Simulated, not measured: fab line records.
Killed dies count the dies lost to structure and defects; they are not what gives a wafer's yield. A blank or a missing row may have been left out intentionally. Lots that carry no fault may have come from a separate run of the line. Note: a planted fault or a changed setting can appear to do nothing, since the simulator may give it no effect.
Which tool was responsible?    flow berkeley-cmos170    15 lots, 45 wafers sampled, at 5 steps of a route of 331

== WHAT EACH GAUGE READ, for each wafer ==
UCB170_START_THK_MEAS_03. Usual: for START_OXIDE_THK the level is 20.0 nm and the standard deviation is 0.32.
lot   measured     on             START_OXIDE_THK (nm)  flag
L720  day 1 19:43  film-metro-02  20.1 19.9 20.0        
L721  day 2 01:26  film-metro-04  20.2 19.9 19.9        
L722  day 2 07:19  film-metro-02  20.2 20.0 20.0        
L723  day 2 09:51  film-metro-02  20.4 20.5 20.6        
L724  day 2 14:44  film-metro-01  20.0 19.9 20.1        
L725  day 2 19:05  film-metro-02  20.1 19.8 19.9        
L726  day 3 01:52  film-metro-04  19.4 19.5 19.7        
L727  day 3 06:53  film-metro-01  20.9 20.2 20.7        
L732  day 4 07:28  film-metro-02  20.1 20.4 20.2        
L737  day 5 08:11  film-metro-04  20.5 20.2 20.3        
L738  day 5 13:54  film-metro-02  19.9 19.9 19.9        
L739  day 5 18:13  film-metro-01  19.9 20.1 20.5        
L740  day 6 00:39  film-metro-04  20.0 20.2 20.1        
L741  day 6 04:58  film-metro-01  19.8 20.4 19.9        
L742  day 6 10:46  film-metro-02  19.2 19.2 19.5        

UCB170_PWELL_OVL_MEAS_13. Usual: for PWELL_OVL the level is 3 nm and the standard deviation is 6.1.
lot   measured     on          PWELL_OVL (nm)  flag
L720  day 3 04:46  overlay-01  6 -4 -6         
L721  day 3 11:02  overlay-01  11 15 14        
L722  day 3 18:29  overlay-01  1 -2 3          
L723  day 3 18:23  overlay-01  1 0 0           
L724  day 3 18:46  overlay-02  -3 -4 -7        
L725  day 4 04:57  overlay-01  11 13 13        
L726  day 4 10:31  overlay-02  1 5 -1          
L727  day 4 16:32  overlay-02  -10 0 -1        
L732  day 5 22:43  overlay-02  1 14 1          
L737  day 6 16:36  overlay-01  -3 -3 3         
L738  day 6 22:07  overlay-01  2 5 4           
L739  day 7 13:41  overlay-02  3 1 -1          
L740  day 7 14:52  overlay-02  0 0 6           
L741  day 7 20:08  overlay-01  -1 6 6          
L742  day 8 01:51  overlay-02  6 8 9           

UCB170_ACTIVE_CD_MEAS_13 targets a cd of 1200 nm. Usual: cd-nm at 1200.1 nm, with a standard deviation of 1.5.
lot   measured     on         cd-nm (nm)            flag
L720  day 4 12:18  cd-sem-01  1200.7 1200.4 1199.4  
L721  day 4 12:56  cd-sem-02  1201.4 1201.6 1200.5  
L722  day 5 05:13  cd-sem-02  1197.2 1198.1 1196.5  
L723  day 5 05:26  cd-sem-01  1198.6 1198.1 1199.2  
L724  day 5 05:35  cd-sem-01  1197.2 1197.5 1199.7  
L725  day 5 14:04  cd-sem-02  1200.6 1200.3 1199.6  
L726  day 5 17:14  cd-sem-01  1200.2 1201.1 1201.0  
L727  day 6 00:25  cd-sem-02  1200.6 1201.4 1199.5  
L732  day 7 07:43  cd-sem-01  1202.0 1202.0 1201.7  
L737  day 8 02:15  cd-sem-02  1181.4 1180.0 1181.0  OFF
L738  day 8 01:59  cd-sem-02  1201.8 1201.6 1202.9  
L739  day 8 16:43  cd-sem-01  1184.9 1185.9 1185.0  OFF
L740  day 9 02:04  cd-sem-02  1184.8 1186.8 1185.9  OFF
L741  day 9 01:51  cd-sem-02  1200.0 1199.4 1200.3  
L742  day 9 06:21  cd-sem-01  1201.1 1199.9 1200.0  

UCB170_FIELD_THK_MEAS_02. Usual: for FIELD_OXIDE_THK the level is 544 nm and the standard deviation is 8.8.
lot   measured     on             FIELD_OXIDE_THK (nm)  flag
L720  day 5 00:03  film-metro-04  553 544 555           
L721  day 5 00:04  film-metro-03  536 543 541           
L722  day 5 12:49  film-metro-04  537 535 534           
L723  day 5 12:48  film-metro-01  548 553 558           
L724  day 5 12:49  film-metro-03  543 541 545           
L725  day 5 22:51  film-metro-04  539 533 530           
L726  day 6 04:26  film-metro-01  539 538 539           
L727  day 6 12:11  film-metro-01  552 554 547           
L732  day 7 15:44  film-metro-03  537 529 538           
L737  day 8 10:50  film-metro-01  532 541 536           
L738  day 8 10:50  film-metro-03  529 531 533           
L739  day 9 00:17  film-metro-03  548 544 555           
L740  day 9 10:25  film-metro-01  551 557 547           
L741  day 9 10:23  film-metro-04  548 548 548           
L742  day 9 15:59  film-metro-03  560 556 565           

== WHAT TOOL EACH LOT RAN ON (gives the tool, then ch and the chambers of the sampled wafers, and finally the start) ==
lot   UCB170_ACTIVE_PEB_11
L720  litho-track-04 ch 0, day 4 12:01
L721  litho-track-01 ch 0, day 4 12:40
L722  litho-track-01 ch 0, day 5 04:57
L723  litho-track-04 ch 0, day 5 05:10
L724  litho-track-01 ch 0, day 5 05:18
L725  litho-track-02 ch 0, day 5 13:29
L726  litho-track-01 ch 0, day 5 16:59
L727  litho-track-02 ch 0, day 6 00:08
L732  litho-track-02 ch 0, day 7 07:27
L737  litho-track-01 ch 0, day 8 01:58
L738  litho-track-02 ch 0, day 8 01:39
L739  litho-track-01 ch 0, day 8 16:28
L740  litho-track-01 ch 0, day 9 01:47
L741  litho-track-02 ch 0, day 9 01:34
L742  litho-track-04 ch 0, day 9 06:05
- UCB170_ACTIVE_PEB_11

== AS READ BY THE TOOLS THEMSELVES (means over the sampled wafers that have a number; for cases with no such wafer, the mark the record gives instead) ==
UCB170_ACTIVE_PEB_11. Usual: heater-power-total-W 56.81 W, standard deviation 0.045; plate-temp-C 130.01 C, standard deviation 0.14.
lot   tool            heater-power-total-W (W)  plate-temp-C (C)  flag
L720  litho-track-04  56.80                     129.93            
L721  litho-track-01  56.79                     130.13            
L722  litho-track-01  56.79                     130.04            
L723  litho-track-04  56.81                     129.79            
L724  litho-track-01  56.74                     129.80            
L725  litho-track-02  56.84                     129.94            
L726  litho-track-01  56.79                     129.96            
L727  litho-track-02  56.84                     129.98            
L732  litho-track-02  56.84                     129.83            
L737  litho-track-01  58.75                     133.36            OFF
L738  litho-track-02  56.84                     130.07            
L739  litho-track-01  58.74                     133.41            OFF
L740  litho-track-01  58.75                     133.51            OFF
L741  litho-track-02  56.80                     130.00            
L742  litho-track-04  56.81                     129.97            

== THE ANSWER, worked out from the rows above alone ==
Rule: a lot counts as off when the mean over its wafers that have a number is more than 3 standard deviations away from the usual mean. Also off: a lot with no number at a reading for which 4 or more lots have one. The other lots that the step has rows for count as sound. First the gauges in route order, then the tools' own readings, where a lot's mean is used as printed above. The first step at which some lot is off is used, and at that step the reading that is off furthest; a lot without a number counts as furthest.
Off: L737, L739, L740 (UCB170_ACTIVE_CD_MEAS_13, cd-nm).
A tool fits if, at a process step before that reading, it ran every lot that is off, and no sound lot after the first of them. The gauges at UCB170_ACTIVE_CD_MEAS_13 aren't tried: what is off there is off at UCB170_ACTIVE_PEB_11 too, on other tools, and a gauge's error can't cause that. One candidate fits, namely litho-track-01 at UCB170_ACTIVE_PEB_11. Its last sound lot is L726 (day 5 16:59), its first lot that is off L737 (day 8 01:58): a fault that began between those two fits.
The tool's own readings at UCB170_ACTIVE_PEB_11 bear it out: on the lots that are off they differ by more than 5 times the standard deviation of the sound lots' means. heater-power-total-W reads 58.75 W there against 56.81 W on the sound lots; plate-temp-C reads 133.43 C there against 129.95 C on the sound lots.

== WHAT HAD BEEN PUT IN BY THE SIMULATOR ==
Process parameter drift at UCB170_ACTIVE_PEB_11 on litho-track-01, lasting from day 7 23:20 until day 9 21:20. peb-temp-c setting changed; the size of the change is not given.
Shown lots that were struck: L737, L739, L740. The same result came from the rule above.
